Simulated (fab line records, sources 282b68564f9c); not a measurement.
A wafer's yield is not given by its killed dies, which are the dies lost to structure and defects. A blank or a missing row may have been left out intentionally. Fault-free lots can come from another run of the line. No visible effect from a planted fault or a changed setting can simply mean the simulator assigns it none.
Lot-split experiment | flow rit_cmos | route with 202 steps; 5 lots, 23 wafers read

## ON THE SPLIT
At RIT_SDANNEAL_RTA_03 (time 5 s), the setting time_s was moved away from the recipe's 5 s on 8 of the 23 wafers read, by -7.9% to +4.6%. All remaining wafers had this setting at the recipe value.

Between the split and the reading, the file records no step.

## THE READING
Measured at RIT_SDANNEAL_RS_MEAS_04 by four-point probe: PSD_RS, in ohm/sq. On this fab line, fault-free wafers typically give 116.1 ohm/sq with a standard deviation of 0.33 ohm/sq.

wafer  | tool, chamber at the split | time_s as run, s | against the recipe | PSD_RS, ohm/sq | against lot-mates on the recipe
L077.4 | rtp_anneal-01, 0           | 5                | recipe             | 116.4          | -
L077.5 | rtp_anneal-01, 0           | 5                | recipe             | 116.5          | -
L077.6 | rtp_anneal-01, 0           | 5                | recipe             | 116.6          | -
L082.1 | rtp_anneal-02, 0           | 5                | recipe             | 116.1          | -
L082.2 | rtp_anneal-02, 0           | 5                | recipe             | 115.9          | -
L082.3 | rtp_anneal-02, 0           | 5                | recipe             | 116.4          | -
L082.4 | rtp_anneal-02, 0           | 4.69             | -6.2%              | 117.0          | +0.9
L082.6 | rtp_anneal-02, 0           | 4.69             | -6.2%              | 116.8          | +0.7
L083.2 | rtp_anneal-01, 0           | 4.604            | -7.9%              | 117.5          | +1.3
L083.3 | rtp_anneal-01, 0           | 5                | recipe             | 116.1          | -
L083.4 | rtp_anneal-01, 0           | 5                | recipe             | 116.3          | -
L083.5 | rtp_anneal-01, 0           | 4.604            | -7.9%              | 117.2          | +1.0
L083.6 | rtp_anneal-01, 0           | 4.604            | -7.9%              | 117.5          | +1.3
L084.1 | rtp_anneal-02, 0           | 5.229            | +4.6%              | 115.4          | -0.7
L084.2 | rtp_anneal-02, 0           | 5                | recipe             | 116.0          | -
L084.3 | rtp_anneal-02, 0           | 5.229            | +4.6%              | 115.2          | -0.9
L084.5 | rtp_anneal-02, 0           | 5                | recipe             | 116.2          | -
L084.6 | rtp_anneal-02, 0           | 5.229            | +4.6%              | 115.3          | -0.8
L085.1 | rtp_anneal-01, 0           | 5                | recipe             | 115.9          | -
L085.3 | rtp_anneal-01, 0           | 5                | recipe             | 116.4          | -
L085.4 | rtp_anneal-01, 0           | 5                | recipe             | 116.3          | -
L085.5 | rtp_anneal-01, 0           | 5                | recipe             | 115.9          | -
L085.6 | rtp_anneal-01, 0           | 5                | recipe             | 116.2          | -

THE FIT
A straight line over all 23 wafers: PSD_RS changes by -0.154 ohm/sq for each +1% of time_s; r = -0.94; the points scatter about the line by 0.22 ohm/sq.
The same after taking each lot's own level away (the mean of its wafers on the recipe; 23 wafers): -0.151 ohm/sq for each +1%; r = -0.96; scatter 0.17 ohm/sq.
According to that fit, moving time_s by its largest amount changes the reading by 1.2 ohm/sq.
Measured against the standard deviation above, the lots' own levels, which go from 116.10 to 116.50 ohm/sq, span 1.2 times it.
Consequently the slope shifts little with the lot-to-lot level, the two slopes agreeing.
Check: +1.14 ohm/sq against its lot-mates is what the line predicts for one of the wafers moved furthest among these (-7.9%) when that wafer is left out of the fit. Against them it came out at +1.3 ohm/sq.

## FILE'S OWN FIT
PSD_RS changes by -0.145 ohm/sq for each +1% of time_s, r = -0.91.
